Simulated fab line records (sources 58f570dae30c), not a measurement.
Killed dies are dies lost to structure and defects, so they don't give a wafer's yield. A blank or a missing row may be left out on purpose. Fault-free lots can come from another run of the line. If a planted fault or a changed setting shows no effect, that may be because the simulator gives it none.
The tool behind it: which one? / flow berkeley-cmos170 / 14 lots, 42 wafers sampled, at 3 steps of a route of 331

WHAT THE GAUGES READ, wafer by wafer
UCB170_SILICIDE_RS_MEAS_02: uses a four-point probe to measure.
lot=L349; measured=day 7 04:01; on=film-metro-02; SILICIDE_TI_RS (ohm/sq)=26.29 26.23 26.12
lot=L351; measured=day 8 05:56; on=film-metro-01; SILICIDE_TI_RS (ohm/sq)=26.10 26.07 26.42
lot=L352; measured=day 8 06:15; on=film-metro-02; SILICIDE_TI_RS (ohm/sq)=25.76 25.99 26.02
lot=L354; measured=day 8 18:02; on=film-metro-03; SILICIDE_TI_RS (ohm/sq)=26.27 26.06 26.35
lot=L356; measured=day 8 18:20; on=film-metro-03; SILICIDE_TI_RS (ohm/sq)=26.03 25.86 25.52
lot=L360; measured=day 9 20:21; on=film-metro-03; SILICIDE_TI_RS (ohm/sq)=26.02 26.19 26.67
lot=L361; measured=day 9 20:22; on=film-metro-01; SILICIDE_TI_RS (ohm/sq)=26.14 26.25 26.15
lot=L359; measured=day 9 20:53; on=film-metro-01; SILICIDE_TI_RS (ohm/sq)=26.12 26.77 26.25
lot=L362; measured=day 9 21:16; on=film-metro-03; SILICIDE_TI_RS (ohm/sq)=18.80 25.93 26.40
lot=L366; measured=day 10 08:55; on=film-metro-02; SILICIDE_TI_RS (ohm/sq)=26.44 25.70 26.27
lot=L364; measured=day 10 09:07; on=film-metro-02; SILICIDE_TI_RS (ohm/sq)=26.39 18.77 26.43
lot=L367; measured=day 11 01:19; on=film-metro-02; SILICIDE_TI_RS (ohm/sq)=25.66 25.85 25.89
lot=L369; measured=day 11 11:25; on=film-metro-02; SILICIDE_TI_RS (ohm/sq)=25.80 25.55 26.05
lot=L370; measured=day 11 22:06; on=film-metro-01; SILICIDE_TI_RS (ohm/sq)=25.84 25.73 25.79

UCB170_SILICIDE_THK_MEAS_03: measures by xrf.
lot=L349; measured=day 7 04:07; on=film-metro-02; SILICIDE_TI_THK (nm)=30.0 30.0 30.2
lot=L351; measured=day 8 06:02; on=film-metro-01; SILICIDE_TI_THK (nm)=30.4 30.4 30.0
lot=L352; measured=day 8 06:22; on=film-metro-02; SILICIDE_TI_THK (nm)=30.7 30.5 30.4
lot=L354; measured=day 8 18:10; on=film-metro-03; SILICIDE_TI_THK (nm)=30.7 30.8 30.6
lot=L356; measured=day 8 18:27; on=film-metro-03; SILICIDE_TI_THK (nm)=30.9 31.1 31.5
lot=L360; measured=day 9 20:28; on=film-metro-03; SILICIDE_TI_THK (nm)=31.0 30.7 30.4
lot=L361; measured=day 9 20:29; on=film-metro-01; SILICIDE_TI_THK (nm)=30.2 30.3 30.3
lot=L359; measured=day 9 21:01; on=film-metro-01; SILICIDE_TI_THK (nm)=30.5 29.8 30.3
lot=L362; measured=day 9 21:22; on=film-metro-03; SILICIDE_TI_THK (nm)=41.0 31.0 30.6
lot=L366; measured=day 10 09:02; on=film-metro-02; SILICIDE_TI_THK (nm)=30.1 30.8 30.2
lot=L364; measured=day 10 09:14; on=film-metro-02; SILICIDE_TI_THK (nm)=30.3 40.5 30.2
lot=L367; measured=day 11 01:25; on=film-metro-02; SILICIDE_TI_THK (nm)=30.7 30.7 30.6
lot=L369; measured=day 11 11:32; on=film-metro-02; SILICIDE_TI_THK (nm)=30.6 31.0 30.5
lot=L370; measured=day 11 22:13; on=film-metro-01; SILICIDE_TI_THK (nm)=30.8 31.0 30.9

WHAT TOOL EACH LOT RAN ON (gives the tool, then ch and the chambers of the sampled wafers, and finally the start)
lot=L349; UCB170_SILICIDE_SPUTTER_01=pvd-sputter-04, day 7 03:56
lot=L351; UCB170_SILICIDE_SPUTTER_01=pvd-sputter-03, day 8 05:52
lot=L352; UCB170_SILICIDE_SPUTTER_01=pvd-sputter-01, day 8 06:13
lot=L354; UCB170_SILICIDE_SPUTTER_01=pvd-sputter-01, day 8 18:01
lot=L356; UCB170_SILICIDE_SPUTTER_01=pvd-sputter-03, day 8 18:17
lot=L360; UCB170_SILICIDE_SPUTTER_01=pvd-sputter-01, day 9 20:19
lot=L361; UCB170_SILICIDE_SPUTTER_01=pvd-sputter-04, day 9 20:20
lot=L359; UCB170_SILICIDE_SPUTTER_01=pvd-sputter-01, day 9 20:48
lot=L362; UCB170_SILICIDE_SPUTTER_01=pvd-sputter-03, day 9 21:13
lot=L366; UCB170_SILICIDE_SPUTTER_01=pvd-sputter-01, day 10 08:52
lot=L364; UCB170_SILICIDE_SPUTTER_01=pvd-sputter-03, day 10 08:59
lot=L367; UCB170_SILICIDE_SPUTTER_01=pvd-sputter-04, day 11 01:16
lot=L369; UCB170_SILICIDE_SPUTTER_01=pvd-sputter-04, day 11 11:23
lot=L370; UCB170_SILICIDE_SPUTTER_01=pvd-sputter-04, day 11 22:03
- UCB170_SILICIDE_SPUTTER_01: material Ti, target thk 30 nm, time 25 s.

AS READ BY THE TOOLS THEMSELVES (means over the sampled wafers that have a number; for cases with no such wafer, the mark the record gives instead)
UCB170_SILICIDE_SPUTTER_01.
lot=L349; tool=pvd-sputter-04; throttle-valve-pct (%)=29.6
lot=L351; tool=pvd-sputter-03; throttle-valve-pct (%)=30.1
lot=L352; tool=pvd-sputter-01; throttle-valve-pct (%)=30.1
lot=L354; tool=pvd-sputter-01; throttle-valve-pct (%)=29.6
lot=L356; tool=pvd-sputter-03; throttle-valve-pct (%)=30.3
lot=L360; tool=pvd-sputter-01; throttle-valve-pct (%)=30.0
lot=L361; tool=pvd-sputter-04; throttle-valve-pct (%)=29.6
lot=L359; tool=pvd-sputter-01; throttle-valve-pct (%)=29.4
lot=L362; tool=pvd-sputter-03; throttle-valve-pct (%)=29.6
lot=L366; tool=pvd-sputter-01; throttle-valve-pct (%)=29.5
lot=L364; tool=pvd-sputter-03; throttle-valve-pct (%)=30.3
lot=L367; tool=pvd-sputter-04; throttle-valve-pct (%)=29.8
lot=L369; tool=pvd-sputter-04; throttle-valve-pct (%)=29.8
lot=L370; tool=pvd-sputter-04; throttle-valve-pct (%)=29.9

THE ANSWER, worked out from the rows above alone
Rule: usual is defined by the lots themselves. Put in order of their means at a reading, lots are off if they are a third of the lots or fewer, leave a main group of 4 or more, and stand apart from it by a gap of 3 or more times the standard deviation of the main group's means; of several such gaps the widest counts. If all means in a main group match to the digits the tables above print for the reading, that group is not used. A lot without any number at a reading at which 4 lots or more have one is off too. All remaining lots with rows at the step are treated as sound. The gauges are gone through in route order, then the tools' own readings, and for those a lot's mean is taken as printed above. The first step at which some lot is off is used, and at that step the reading that is off furthest; a lot without a number counts as furthest.
Off: L362, L364, at UCB170_SILICIDE_RS_MEAS_02 (SILICIDE_TI_RS). Mean 26.06 ohm/sq and standard deviation 0.21 in the main group.
A tool fits if, at a process step before that reading, it ran every lot that is off, and no sound lot after the first of them. Gauges at UCB170_SILICIDE_RS_MEAS_02: tried the same way as those tools. One fits: UCB170_SILICIDE_SPUTTER_01 on pvd-sputter-03. A fault onset in the window from L356 (day 8 18:17, its last sound lot) to L362 (day 9 21:13, its first lot off) fits.

WHAT WAS PUT IN BY THE SIMULATOR
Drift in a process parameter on pvd-sputter-03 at UCB170_SILICIDE_SPUTTER_01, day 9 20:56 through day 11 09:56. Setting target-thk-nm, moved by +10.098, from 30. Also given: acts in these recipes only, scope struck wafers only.
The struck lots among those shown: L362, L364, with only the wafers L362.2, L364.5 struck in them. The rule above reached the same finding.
